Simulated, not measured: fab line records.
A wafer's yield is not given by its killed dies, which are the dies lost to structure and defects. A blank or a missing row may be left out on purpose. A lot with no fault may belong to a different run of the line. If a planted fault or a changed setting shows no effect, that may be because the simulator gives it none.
Lot-split experiment	flow berkeley cmos170	21 wafers read from 5 lots, route of 331 steps

THE SPLIT ITSELF
At UCB170_GATE_ETCH_15 (etches poly-Si in HBr/Cl2, stops on SiO2, time 56.3 s, target depth 278.2 nm), the setting time s was moved away from the recipe's 56.3 s on 4 of the 21 wafers read, by +25.4% to +47.9%. All remaining wafers had this setting at the recipe value.

FROM THE SPLIT TO THE READING: what the file shows between them, 6 steps
- UCB170_SILICIDE_SPUTTER_01: material Ti, target thk 30 nm, time 25 s (also split here: time s)
- UCB170_SILICIDE_RS_MEAS_02: measures by four-point-probe
- UCB170_SILICIDE_THK_MEAS_03: measures by xrf
- UCB170_V1_ETCH_14: etches SiO2 in CHF3/CF4/Ar, stops on Al, target depth 1250 nm, time 291 s (also split here: target depth a)
- UCB170_V1_STRIP_15: strips in O2
- UCB170_V1_CD_MEAS_90: target cd 700 nm

THE READING
etest.pldd.rs ohm sq (the simulator's own value, which no gauge read), at UCB170_M3_PROBE_99. The file does not state a usual value for it. Here, 17 wafers ran the recipe; their average is 1107 with a standard deviation of 15.

wafer	tool, chamber at the split	time s as run, s	against the recipe	etest.pldd.rs ohm sq	against lot-mates on the recipe
L075.1	rie si-01, 3	70.62	+25.4%	1050	-41
L075.3	rie si-01, 2	56.3	recipe	1080	-
L075.4	rie si-01, 0	56.3	recipe	1102	-
L077.2	rie si-02, 3	56.3	recipe	1124	-
L077.4	rie si-02, 0	56.3	recipe	1105	-
L077.5	rie si-02, 2	56.3	recipe	1124	-
L078.1	rie si-02, 2	83.27	+47.9%	1016	-96
L078.2	rie si-02, 3	83.27	+47.9%	1018	-94
L078.3	rie si-02, 0	83.27	+47.9%	1038	-74
L078.4	rie si-02, 1	56.3	recipe	1105	-
L078.5	rie si-02, 3	56.3	recipe	1110	-
L078.6	rie si-02, 2	56.3	recipe	1122	-
L081.2	rie si-02, 2	56.3	recipe	1081	-
L081.5	rie si-02, 0	56.3	recipe	1112	-
L081.6	rie si-02, 1	56.3	recipe	1081	-
L080.1	rie si-01, 2	56.3	recipe	1128	-
L080.2	rie si-01, 1	56.3	recipe	1095	-
L080.3	rie si-01, 3	56.3	recipe	1102	-
L080.4	rie si-01, 0	56.3	recipe	1121	-
L080.5	rie si-01, 2	56.3	recipe	1101	-
L080.6	rie si-01, 1	56.3	recipe	1120	-

THE FIT
A straight line over all 21 wafers: etest.pldd.rs ohm sq changes by -1.76 for each +1% of time s; r = -0.90; the points scatter about the line by 15.
The same after taking each lot's own level away (the mean of its wafers on the recipe; 21 wafers): -1.83 for each +1%; r = -0.94; scatter 11.
Per that fit: largest time s move, reading shift of 88.
Measured against the standard deviation above, the lots' own levels, which go from 1091.0 to 1117.7, span 1.7 times it.
So the lot-to-lot level changes the slope little: the two slopes agree.
Check: -83.5 against its lot-mates is what the line predicts for one of the wafers moved furthest among these (+47.9%) when that wafer is left out of the fit. It came out at -96.3 against them.

OTHER SPLITS APPLIED TO THESE WAFERS
These wafers also went through other splits before the reading. Each is held against what the fit with the lots' levels taken away leaves over:
other split on the same wafers	wafers away from the commonest value	r with etest.pldd.rs ohm sq (lot level and that fit taken away)
UCB170_PWELL_ETCH_14 time s	8	-0.22
UCB170_WELLDRIVE_OXIDATION_01 ox time s	6	+0.01
UCB170_SILICIDE_SPUTTER_01 time s	10	-0.37
UCB170_V1_ETCH_14 target depth a	9	-0.23

THE WHOLE CHAIN: every reading that the file lists as answering this split, in the file's order
step	what it does	reading	change (the file's fit)	r (the file's)
UCB170_GATE_ETCH_15	etches poly-Si in HBr/Cl2, stops on SiO2, time 56.3 s, target depth 278.2 nm	KrF_of_GATE_COAT_07.thk nm (the simulator's own value, which no gauge read)	-1.03 nm for each +1% of the setting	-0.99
UCB170_M3_PROBE_99		etest.pldd.line ohm um (the simulator's own value, which no gauge read)	-4.22 for each +1% of the setting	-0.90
UCB170_M3_PROBE_99		etest.nldd.line ohm um (the simulator's own value, which no gauge read)	-1.67 for each +1% of the setting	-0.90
UCB170_M3_PROBE_99		etest.pldd.rs ohm sq (the simulator's own value, which no gauge read)	-1.81 for each +1% of the setting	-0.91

THE FILE'S OWN FIT
etest.pldd.rs ohm sq changes by -1.81 for each +1% of time s, r = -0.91.
